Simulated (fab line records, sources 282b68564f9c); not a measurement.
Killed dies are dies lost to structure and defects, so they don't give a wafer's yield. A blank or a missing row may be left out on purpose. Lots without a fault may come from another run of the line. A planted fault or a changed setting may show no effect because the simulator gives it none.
A struck lot beside a sound one | flow rit_cmos | 36 steps out of a route of 202
Sound: wafers L997.1, L997.2, L997.5. Struck: wafers L111.2, L111.3, L111.5. The cause comes at the end.
At each step with rows: each side's tool, then ch and its chambers, then its first start. Under that, the readings that differ: sound wafers | struck wafers | difference of the means | sigmas: that difference in standard deviations of wafers without a fault.
alike: readings whose means differ by less than 2 such deviations, and words and numbers that are the same on both sides. not compared: withheld readings, readings that some wafer has no value for, bounds like >300 that may hide the same value, and numbers for which the record gives no deviation and whose values overlap.
The two part at a step that has a row with sigmas, a row that says differs or no value, or rows on one side only. Numbers that don't overlap but have no deviation are shown without sigmas and don't part them. A reading that every wafer of one side lacks parts them only if that side has two wafers or more.

RIT_SILICIDE_RTA_06: time 10 s, ramp up 5 s, ramp down 10 s.
  sound on rtp_anneal-01 ch 0, day 3 14:23; struck on rtp_anneal-01 ch 0, day 7 03:14
  alike: wafer_temp_C_max
RIT_CONTACT_CVD_00: deposits SiO2 from TEOS, target thk 400 nm, time 61 s.
  sound on pecvd-03 ch 0,1, day 3 14:28; struck on pecvd-03 ch 0,2, day 7 03:18
  alike: heater_power_w, susceptor_temp_C
RIT_CONTACT_THK_MEAS_01:
  sound on film_metro-02, day 3 14:31; struck on film_metro-03, day 7 03:22
  alike: CONTACT_TEOS_THK
then, 6 steps without rows for these wafers: RIT_CONTACT_HMDS_02 (prime time 60 s); RIT_CONTACT_COAT_03 (resist thk 1000 nm); RIT_CONTACT_SOFTBAKE_04 (time 60 s); RIT_CONTACT_EXPOSE_05 (exposes mask M11, target cd 1000 nm); RIT_CONTACT_PEB_06; RIT_CONTACT_DEVELOP_07 (develop time 120 s).
RIT_CONTACT_CD_MEAS_08: target cd 1000 nm.
  sound on cd_sem-01, day 3 15:32; struck on cd_sem-02, day 7 04:38
  alike: cd_nm
RIT_CONTACT_OVL_MEAS_09:
  sound on overlay-02, day 3 15:40; struck on overlay-02, day 7 04:44
  alike: CONTACT_OVL
then, 1 step without rows for these wafers: RIT_CONTACT_HARDBAKE_10 (time 60 s).
RIT_CONTACT_ETCH_11: etches SiO2 in CHF3/CF4/Ar, stops on TiSi2, target depth 480 nm, time 320 s.
  sound on rie_diel-03 ch 0,2,3, day 3 15:50; struck on rie_diel-01 ch 0,1,2, day 7 04:55
  reading                                      | sound             | struck          | difference | sigmas
  model.NOVOLAK_of_CONTACT_COAT_03.thk_nm (nm) | 765.6 757.8 772.2 | 780.2 774.9 779 | +12.8      |
  alike: O2_flow_sccm, drypump_motor_current_A, oes_product_au, throttle_valve_pct
  not compared: rf_hours_counter_h
RIT_CONTACT_STRIP_12: strips in O2, time 180 s.
  sound on plasma_asher-01 ch 0,1, day 3 16:02; struck on plasma_asher-03 ch 0,1, day 7 05:07
  alike: drypump_motor_current_A
  not compared: rf_hours_counter_h
RIT_CONTACT_CD_MEAS_90: target cd 1000 nm.
  sound on cd_sem-02, day 3 16:13; struck on cd_sem-01, day 7 05:19
  alike: cd_nm
then, 2 steps without rows for these wafers: RIT_CONTACT_CLEAN_13 (cleans in SC1, time 600 s); RIT_CONTACT_CLEAN_14 (cleans in SC2, time 600 s).
RIT_M1_SPUTTER_00: material Al, target thk 400 nm, time 500 s.
  sound on pvd_sputter-02, day 3 16:52; struck on pvd_sputter-04, day 7 05:46
  alike: throttle_valve_pct
RIT_M1_RS_MEAS_01: measures by four-point-probe.
  sound on film_metro-01, day 3 17:09; struck on film_metro-02, day 7 06:04
  alike: M1_AL_RS
RIT_M1_THK_MEAS_02: measures by xrf.
  sound on film_metro-01, day 3 17:16; struck on film_metro-02, day 7 06:11
  alike: M1_AL_THK
then, 6 steps without rows for these wafers: RIT_M1_HMDS_03 (prime time 60 s); RIT_M1_COAT_04 (resist thk 1300 nm); RIT_M1_SOFTBAKE_05 (time 60 s); RIT_M1_EXPOSE_06 (exposes mask M12, target cd 2600 nm); RIT_M1_PEB_07; RIT_M1_DEVELOP_08 (develop time 68 s).
RIT_M1_CD_MEAS_09: target cd 2600 nm.
  sound on cd_sem-01, day 3 18:13; struck on cd_sem-02, day 7 07:08
  reading    | sound                | struck               | difference | sigmas
  cd_nm (nm) | 2604.0 2603.0 2605.1 | 2597.5 2597.5 2598.3 | -6.3       | -2
RIT_M1_OVL_MEAS_10:
  sound on overlay-02, day 3 18:20; struck on overlay-01, day 7 07:14
  alike: M1_OVL
then, 3 steps without rows for these wafers: RIT_M1_HARDBAKE_11 (time 120 s); RIT_M1_METAL_ETCH_12 (etches Al in Cl2/BCl3, stops on SiO2, time 165 s, target depth 600 nm); RIT_M1_STRIP_13 (strips in nmp, time 600 s).
RIT_M1_STRIP_14: strips in O2, time 180 s.
  sound on plasma_asher-02 ch 0,1, day 3 19:12; struck on plasma_asher-02 ch 0,1, day 7 08:01
  alike: drypump_motor_current_A
  not compared: rf_hours_counter_h
RIT_M1_CD_MEAS_90: target cd 2600 nm.
  sound on cd_sem-02, day 3 19:22; struck on cd_sem-01, day 7 08:13
  alike: cd_nm
then, 1 step without rows for these wafers: RIT_M1_ANNEAL_15 (time 1800 s).
RIT_M1_BOW_MEAS_16:
  sound on film_metro-01, day 3 20:59; struck on film_metro-03, day 7 09:50
  alike: M1_BOW
RIT_M1_PROBE_99:
  sound on prober-02, day 3 21:07; struck on prober-01, day 7 09:59
  reading                                    | sound                       | struck                                                                     | difference                   | sigmas
  hold                                       | - - -                       | await_dispo/1.5h/release await_dispo/1.5h/release await_dispo/1.5h/release | no value on the sound wafers |
  model.etest.antenna_contact.vt_shift_v (V) | -0.00792 -0.01125 -0.008338 | -0.005192 -0.003087 -0.007552                                              | +0.003892                    |

WHERE THEY PART
First at RIT_M1_CD_MEAS_09; last, within this record, at RIT_M1_PROBE_99.

WHY: what the simulator had put in
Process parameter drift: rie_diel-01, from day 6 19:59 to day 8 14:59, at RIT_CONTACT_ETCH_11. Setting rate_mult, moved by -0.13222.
